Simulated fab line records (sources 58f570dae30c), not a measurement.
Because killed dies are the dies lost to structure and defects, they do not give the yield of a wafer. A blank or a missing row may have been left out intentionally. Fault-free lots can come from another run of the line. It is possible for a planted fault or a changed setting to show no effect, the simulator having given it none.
Which tool was responsible? ; flow berkeley cmos170 ; 21 wafers from 7 lots sampled at 4 of the route's 331 steps

## WHAT THE GAUGES SHOWED, per wafer
UCB170_V2_CD_MEAS_12 targets a cd of 700 nm.
lot;measured;on;cd nm (nm)
L434;day 9 00:28;cd sem-02;700.7 701.4 701.0
L436;day 9 12:28;cd sem-01;698.8 699.4 700.6
L439;day 10 03:24;cd sem-02;699.8 698.5 698.8
L446;day 11 08:46;cd sem-02;697.4 699.2 699.3
L450;day 12 12:27;cd sem-01;701.7 701.7 703.4
L452;day 12 13:16;cd sem-01;700.1 699.6 699.8
L456;day 13 05:22;cd sem-02;700.7 701.1 700.9

## EACH LOT AND THE TOOL THAT RAN IT (in order: tool; ch and the chambers of the sampled wafers; start)
lot;UCB170_PFIELD_STRIP_08;UCB170_M2_METAL_ETCH_18;UCB170_M2_STRIP_19
L434;plasma asher-03 ch 0,1, day 5 02:58;rie metal-03 ch 0,1, day 8 22:16;plasma asher-03 ch 0,1, day 8 22:27
L436;plasma asher-02 ch 0,1, day 5 11:01;rie metal-03 ch 0,1, day 9 10:19;plasma asher-02 ch 0,1, day 9 10:29
L439;plasma asher-02 ch 0,1, day 6 08:43;rie metal-03 ch 0,1, day 10 01:10;plasma asher-03 ch 0,1, day 10 01:21
L446;plasma asher-02 ch 0,1, day 7 19:56;rie metal-03 ch 0,1, day 11 05:57;plasma asher-02 ch 0,1, day 11 06:08
L450;plasma asher-04 ch 0,1, day 8 21:32;rie metal-03 ch 0,1, day 12 10:11;plasma asher-03 ch 0,1, day 12 10:20
L452;plasma asher-03 ch 0,1, day 9 02:07;rie metal-04 ch 0,1, day 12 10:59;plasma asher-02 ch 0,1, day 12 11:10
L456;plasma asher-02 ch 0,1, day 9 10:38;rie metal-02 ch 0,1, day 13 02:04;plasma asher-04 ch 0,1, day 13 02:19
- UCB170_PFIELD_STRIP_08: strips in O2.
- UCB170_M2_METAL_ETCH_18: etches Al in Cl2/BCl3, stops on SiO2, target depth 1170 nm, time 195 s.
- UCB170_M2_STRIP_19: strips in O2.

## THE ANSWER, worked out from the rows above alone
Rule: the lots themselves supply what counts as usual. The widest of any qualifying gaps counts: lots, ordered by their means at a reading, are off when they make up no more than a third of the lots, leave a main group of 4 or more, and stand apart from it by 3 or more times the standard deviation of that group's means. A main group is skipped when, at the precision printed for the reading in the tables above, its means are all equal. Also off: a lot with no number at a reading for which 4 or more lots have one. Where the step has rows for the other lots, those lots are counted as sound.
No lot is off on any of the readings shown, so nothing can be concluded from this.

## WHAT HAD BEEN PUT IN BY THE SIMULATOR
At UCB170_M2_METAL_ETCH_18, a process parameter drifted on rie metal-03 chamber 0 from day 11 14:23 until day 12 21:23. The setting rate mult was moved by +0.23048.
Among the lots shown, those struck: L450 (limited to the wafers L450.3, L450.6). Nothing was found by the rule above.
